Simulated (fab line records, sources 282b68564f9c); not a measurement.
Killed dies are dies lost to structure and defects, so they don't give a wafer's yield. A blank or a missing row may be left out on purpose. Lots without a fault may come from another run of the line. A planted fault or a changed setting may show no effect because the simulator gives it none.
Which tool did it? | flow rit_cmos | 7 lots, 21 wafers sampled, at 2 steps of a route of 202

WHAT THE GAUGES READ, wafer by wafer
RIT_CONTACT_CD_MEAS_90: target cd 1000 nm.
lot  | measured    | on        | cd_nm (nm)
L917 | day 3 11:56 | cd_sem-02 | 996.3 995.3 996.9
L924 | day 4 20:56 | cd_sem-02 | 997.6 1001.2 998.7
L926 | day 5 06:38 | cd_sem-02 | - - -
L928 | day 5 15:37 | cd_sem-02 | - - -
L932 | day 6 13:23 | cd_sem-02 | 1000.6 1001.9 1000.2
L936 | day 7 09:03 | cd_sem-02 | 997.6 997.9 1001.6
L938 | day 7 19:17 | cd_sem-01 | 998.6 999.5 998.0

WHICH TOOL RAN EACH LOT (tool, then ch and the chambers of the sampled wafers, then the start)
lot  | RIT_CONTACT_ETCH_11
L917 | rie_diel-02 ch 0,2,3, day 3 11:33
L924 | rie_diel-04 ch 0,2,3, day 4 20:34
L926 | rie_diel-02 ch 2,3, day 5 06:16
L928 | rie_diel-01 ch 2,3, day 5 15:14
L932 | rie_diel-02 ch 0,1,3, day 6 12:59
L936 | rie_diel-02 ch 0,1, day 7 08:41
L938 | rie_diel-04 ch 0,1,2, day 7 18:54
- RIT_CONTACT_ETCH_11: etches SiO2 in CHF3/CF4/Ar, stops on TiSi2, target depth 480 nm, time 320 s.

THE ANSWER, worked out from the rows above alone
Rule: what is usual is taken from the lots themselves. Put in order of their means at a reading, lots are off if they are a third of the lots or fewer, leave a main group of 4 or more, and stand apart from it by a gap of 3 or more times the standard deviation of the main group's means; of several such gaps the widest counts. A main group whose means are all the same, to the digits that the tables above print for the reading, isn't used. A lot without any number at a reading at which 4 lots or more have one is off too. The other lots that the step has rows for count as sound.
Off: L926, L928, at RIT_CONTACT_CD_MEAS_90 (cd_nm). Without a number there: L926, L928. The main group: mean 998.8 nm, standard deviation 1.5.
A tool fits if, at a process step before that reading, it ran every lot that is off, and no sound lot after the first of them. The gauges at RIT_CONTACT_CD_MEAS_90 are tried like those tools. None of those tried fits.

WHAT THE SIMULATOR HAD PUT IN
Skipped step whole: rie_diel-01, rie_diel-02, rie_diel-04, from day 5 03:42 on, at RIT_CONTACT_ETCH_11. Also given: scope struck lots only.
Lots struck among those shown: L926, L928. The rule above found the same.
